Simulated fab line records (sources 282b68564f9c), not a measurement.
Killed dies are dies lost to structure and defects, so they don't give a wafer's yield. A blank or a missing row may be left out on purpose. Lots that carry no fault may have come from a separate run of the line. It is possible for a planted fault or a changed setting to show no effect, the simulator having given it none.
Which tool was responsible? + flow ritCmos + 30 wafers from 10 lots sampled at 2 of the route's 202 steps

== WHAT EACH GAUGE READ, for each wafer ==
No reading from a measuring or inspecting step in the record can be judged against a usual standard deviation.

== WHAT TOOL EACH LOT RAN ON (gives the tool, then ch and the chambers of the sampled wafers, and finally the start) ==
| lot  | RIT_SILICIDE_WET_ETCH_05      | RIT_M1_PROBE_99        |
|------|-------------------------------|------------------------|
| L522 | wetBench-04 ch 2, day 3 07:44 | -                      |
| L523 | wetBench-01 ch 0, day 3 10:36 | -                      |
| L531 | wetBench-01 ch 1, day 5 04:15 | prober-02, day 5 10:51 |
| L535 | wetBench-04 ch 3, day 6 02:31 | -                      |
| L536 | wetBench-04 ch 1, day 6 07:23 | -                      |
| L537 | wetBench-03 ch 1, day 6 07:58 | -                      |
| L540 | wetBench-04 ch 0, day 7 04:37 | -                      |
| L543 | wetBench-04 ch 0, day 7 23:21 | -                      |
| L545 | wetBench-01 ch 3, day 8 02:04 | -                      |
| L544 | wetBench-01 ch 1, day 8 02:17 | -                      |
- RIT_SILICIDE_WET_ETCH_05: etches Ti in SPM, time 120 s.
- RIT_M1_PROBE_99

== AS READ BY THE TOOLS THEMSELVES (means over the sampled wafers that have a number; for cases with no such wafer, the mark the record gives instead) ==
RIT_M1_PROBE_99. Usual: killedAtContacts 0.1, standard deviation 0.28; killedAtFrontEnd 7.0, standard deviation 2.9; killedDies 7.0, standard deviation 2.9; killedOnRim 1.8, standard deviation 1.4; killedOpen 3.4, standard deviation 2.1; killedShort 3.6, standard deviation 1.7.
| lot  | tool      | killedAtContacts | killedAtFrontEnd | killedDies | killedOnRim | killedOpen | killedShort | flag |
|------|-----------|------------------|------------------|------------|-------------|------------|-------------|------|
| L531 | prober-02 | 0.0              | 16.7             | 16.7       | 9.3         | 1.3        | 3.0         | OFF  |

== THE ANSWER, worked out from the rows above alone ==
Rule: lot off if the mean of its wafers having a number is beyond 3 standard deviations from the usual mean. Also off: a lot with no number at a reading for which 4 or more lots have one. Where the step has rows for the other lots, those lots are counted as sound. Order of review: gauges by route order, followed by the tools' own readings, for which a lot's mean as printed above is used. At the first step where some lot is off, the reading lying furthest off is the one used; lots without a number count as furthest.
Off: L531 (RIT_M1_PROBE_99, killedOnRim). Neither off nor sound, because the step has no rows for them: L522, L523, L535, L536, L537, L540, L543, L545, L544.
A tool fits if, at that step or a process step before it, it ran every lot that is off, and no sound lot after the first of them. 2 tools fit, wetBench-01 at RIT_SILICIDE_WET_ETCH_05 and prober-02 at RIT_M1_PROBE_99, so this cannot tell which one it is.

== WHAT HAD BEEN PUT IN BY THE SIMULATOR ==
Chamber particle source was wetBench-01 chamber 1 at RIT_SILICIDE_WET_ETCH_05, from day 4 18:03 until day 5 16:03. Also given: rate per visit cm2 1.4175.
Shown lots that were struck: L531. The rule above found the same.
